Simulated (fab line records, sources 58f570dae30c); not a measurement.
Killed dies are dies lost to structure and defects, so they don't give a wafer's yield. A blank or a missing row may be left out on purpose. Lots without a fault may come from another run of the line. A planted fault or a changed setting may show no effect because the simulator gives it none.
Which tool did it? | flow berkeley_cmos170 | 14 lots, 42 wafers sampled, at 6 steps of a route of 331

WHAT THE GAUGES READ, wafer by wafer
UCB170_SACOX_THK_MEAS_02. Usual: SACOX_OXIDE_THK 14.44 nm, standard deviation 0.22.
lot  | measured     | on            | SACOX_OXIDE_THK (nm) | flag
L312 | day 6 10:56  | film_metro-02 | 14.15 13.94 13.96    |
L313 | day 6 10:58  | film_metro-03 | 14.15 14.36 14.05    |
L315 | day 6 21:31  | film_metro-02 | 14.54 14.78 14.65    |
L314 | day 6 21:31  | film_metro-03 | 14.78 14.49 14.59    |
L319 | day 7 18:58  | film_metro-04 | 14.75 14.54 14.45    |
L323 | day 8 06:22  | film_metro-02 | 14.31 14.35 14.19    |
L324 | day 9 02:24  | film_metro-02 | 14.90 14.93 14.92    |
L325 | day 9 02:25  | film_metro-04 | 14.44 14.30 14.37    |
L327 | day 9 04:53  | film_metro-02 | 14.24 14.08 14.12    |
L328 | day 9 04:58  | film_metro-03 | 14.42 14.41 14.25    |
L331 | day 9 18:37  | film_metro-03 | 14.08 14.19 14.10    |
L333 | day 10 09:20 | film_metro-03 | 14.72 14.64 14.67    |
L335 | day 10 09:21 | film_metro-02 | 14.50 14.35 14.40    |
L334 | day 10 09:24 | film_metro-03 | 14.90 14.78 14.69    |

UCB170_NLDD_TW_MEAS_11. Usual: NLDD_TW 2207, standard deviation 21.
lot  | measured     | on            | NLDD_TW        | flag
L312 | day 8 00:38  | film_metro-03 | 2187 2177 2170 |
L313 | day 8 00:03  | film_metro-03 | 2179 2170 2180 |
L315 | day 8 08:06  | film_metro-01 | 2212 2208 2208 |
L314 | day 8 07:50  | film_metro-03 | 2173 2166 2182 |
L319 | day 9 09:48  | film_metro-02 | 2486 2486 2482 | OFF
L323 | day 9 21:46  | film_metro-02 | 2489 2470 2477 | OFF
L324 | day 10 08:40 | film_metro-03 | 2192 2188 2189 |
L325 | day 10 07:32 | film_metro-01 | 2202 2199 2190 |
L327 | day 10 17:01 | film_metro-01 | 2208 2206 2218 |
L328 | day 10 17:19 | film_metro-03 | 2183 2182 2198 |
L331 | day 11 02:09 | film_metro-01 | 2215 2198 2213 |
L333 | day 11 21:49 | film_metro-01 | 2210 2217 2209 |
L335 | day 11 22:22 | film_metro-01 | 2206 2198 2219 |
L334 | day 11 21:32 | film_metro-02 | 2235 2249 2257 |

UCB170_SDANNEAL_RS_MEAS_04: measures by four-point-probe. Usual: PLDD_RS 1031 ohm/sq, standard deviation 3.4.
lot  | measured     | on            | PLDD_RS (ohm/sq) | flag
L312 | day 8 15:37  | film_metro-03 | 1031 1034 1035   |
L313 | day 8 15:54  | film_metro-01 | 1030 1028 1028   |
L315 | day 8 19:24  | film_metro-01 | 1030 1033 1033   |
L314 | day 8 19:08  | film_metro-03 | 1033 1033 1030   |
L319 | day 9 21:41  | film_metro-02 | 1023 1026 1023   |
L323 | day 10 07:35 | film_metro-02 | 1026 1033 1031   |
L324 | day 10 19:00 | film_metro-03 | 1031 1027 1029   |
L325 | day 10 19:34 | film_metro-02 | 1033 1034 1031   |
L327 | day 11 05:26 | film_metro-03 | 1031 1033 1034   |
L328 | day 11 05:56 | film_metro-03 | 1035 1037 1037   |
L331 | day 11 14:01 | film_metro-01 | 1027 1028 1030   |
L333 | day 12 12:44 | film_metro-03 | 1031 1030 1033   |
L335 | day 12 13:34 | film_metro-03 | 1033 1032 1030   |
L334 | day 12 12:16 | film_metro-02 | 1026 1028 1028   |

UCB170_SDANNEAL_RS_MEAS_05: measures by four-point-probe. Usual: NLDD_RS 616.2 ohm/sq, standard deviation 1.3.
lot  | measured     | on            | NLDD_RS (ohm/sq)  | flag
L312 | day 8 15:44  | film_metro-03 | 616.7 617.9 616.2 |
L313 | day 8 16:01  | film_metro-01 | 615.3 615.0 614.2 |
L315 | day 8 19:31  | film_metro-01 | 615.5 614.2 615.8 |
L314 | day 8 19:15  | film_metro-03 | 617.1 618.2 616.2 |
L319 | day 9 21:49  | film_metro-02 | 464.2 464.1 464.7 | OFF
L323 | day 10 07:43 | film_metro-02 | 463.6 463.5 464.2 | OFF
L324 | day 10 19:07 | film_metro-03 | 616.9 616.6 616.2 |
L325 | day 10 19:41 | film_metro-02 | 615.9 616.8 615.2 |
L327 | day 11 05:33 | film_metro-03 | 616.4 615.9 614.5 |
L328 | day 11 06:03 | film_metro-03 | 617.7 618.1 616.2 |
L331 | day 11 14:08 | film_metro-01 | 616.2 614.6 616.2 |
L333 | day 12 12:52 | film_metro-03 | 615.6 616.6 617.3 |
L335 | day 12 13:41 | film_metro-03 | 616.1 617.5 615.2 |
L334 | day 12 12:23 | film_metro-02 | 614.8 616.3 615.3 |

WHICH TOOL RAN EACH LOT (tool, then ch and the chambers of the sampled wafers, then the start)
lot  | UCB170_GATE_ETCH_15              | UCB170_NLDD_IMPLANT_08
L312 | rie_si-02 ch 1,2,3, day 7 18:52  | implanter-03 ch 0, day 8 00:14
L313 | rie_si-02 ch 1,3, day 7 18:31    | implanter-01 ch 0, day 7 23:41
L315 | rie_si-01 ch 0,2,3, day 8 02:15  | implanter-01 ch 0, day 8 07:42
L314 | rie_si-01 ch 0,2, day 8 01:58    | implanter-04 ch 0, day 8 07:27
L319 | rie_si-01 ch 2,3, day 9 04:02    | implanter-01 ch 0, day 9 09:04
L323 | rie_si-02 ch 1,2, day 9 11:53    | implanter-03 ch 0, day 9 20:44
L324 | rie_si-02 ch 0,1,2, day 10 03:25 | implanter-03 ch 0, day 10 08:16
L325 | rie_si-02 ch 0,2, day 10 02:41   | implanter-03 ch 0, day 10 07:09
L327 | rie_si-01 ch 2,3, day 10 09:25   | implanter-01 ch 0, day 10 16:37
L328 | rie_si-02 ch 0,1,2, day 10 09:40 | implanter-03 ch 0, day 10 16:56
L331 | rie_si-01 ch 2,3, day 10 20:31   | implanter-03 ch 0, day 11 01:47
L333 | rie_si-02 ch 0,1,2, day 11 16:24 | implanter-03 ch 0, day 11 21:25
L335 | rie_si-01 ch 1,2,3, day 11 16:17 | implanter-04 ch 0, day 11 21:59
L334 | rie_si-01 ch 0,1,3, day 11 15:59 | implanter-04 ch 0, day 11 21:08
- UCB170_GATE_ETCH_15: etches poly-Si in HBr/Cl2, stops on SiO2, time 56.3 s, target depth 278.2 nm.
- UCB170_NLDD_IMPLANT_08

WHAT THE TOOLS THEMSELVES READ (means of the sampled wafers that have a number; where no wafer has one, the mark that the record gives instead)
UCB170_GATE_ETCH_15. Usual: chamber_pressure_mTorr 15.002 mTorr, standard deviation 0.013; drypump_motor_current_A 5.89 A, standard deviation 0.23; oes_product_au 0.828 a.u., standard deviation 0.0094; throttle_valve_pct 26.44 %, standard deviation 0.23.
lot  | tool      | chamber_pressure_mTorr (mTorr) | drypump_motor_current_A (A) | oes_product_au (a.u.) | throttle_valve_pct (%) | flag
L312 | rie_si-02 | 15.011                         | 6.04                        | 0.824                 | 26.52                  |
L313 | rie_si-02 | 14.995                         | 6.23                        | 0.814                 | 26.70                  |
L315 | rie_si-01 | 14.987                         | 5.86                        | 0.820                 | 26.36                  |
L314 | rie_si-01 | 15.001                         | 5.85                        | 0.817                 | 26.28                  |
L319 | rie_si-01 | 15.000                         | 5.77                        | 0.824                 | 26.36                  |
L323 | rie_si-02 | 15.008                         | 6.03                        | 0.833                 | 26.47                  |
L324 | rie_si-02 | 14.987                         | 5.94                        | 0.825                 | 26.33                  |
L325 | rie_si-02 | 15.001                         | 5.79                        | 0.838                 | 26.21                  |
L327 | rie_si-01 | 15.000                         | 5.85                        | 0.817                 | 26.44                  |
L328 | rie_si-02 | 14.991                         | 5.95                        | 0.822                 | 26.34                  |
L331 | rie_si-01 | 15.019                         | 5.76                        | 0.834                 | 26.36                  |
L333 | rie_si-02 | 14.999                         | 5.96                        | 0.826                 | 26.33                  |
L335 | rie_si-01 | 14.999                         | 5.71                        | 0.828                 | 26.54                  |
L334 | rie_si-01 | 14.994                         | 5.83                        | 0.825                 | 26.53                  |

THE ANSWER, worked out from the rows above alone
Rule: a lot is off if the mean of its wafers that have a number lies more than 3 standard deviations from the usual mean. A lot without any number at a reading at which 4 lots or more have one is off too. The other lots that the step has rows for count as sound. The gauges are gone through in route order, then the tools' own readings, and for those a lot's mean is taken as printed above. The first step at which some lot is off is used, and at that step the reading that is off furthest; a lot without a number counts as furthest.
Off: L319, L323, at UCB170_NLDD_TW_MEAS_11 (NLDD_TW).
A tool fits if, at a process step before that reading, it ran every lot that is off, and no sound lot after the first of them. The gauges at UCB170_NLDD_TW_MEAS_11 are tried like those tools. None of those tried fits.

WHAT THE SIMULATOR HAD PUT IN
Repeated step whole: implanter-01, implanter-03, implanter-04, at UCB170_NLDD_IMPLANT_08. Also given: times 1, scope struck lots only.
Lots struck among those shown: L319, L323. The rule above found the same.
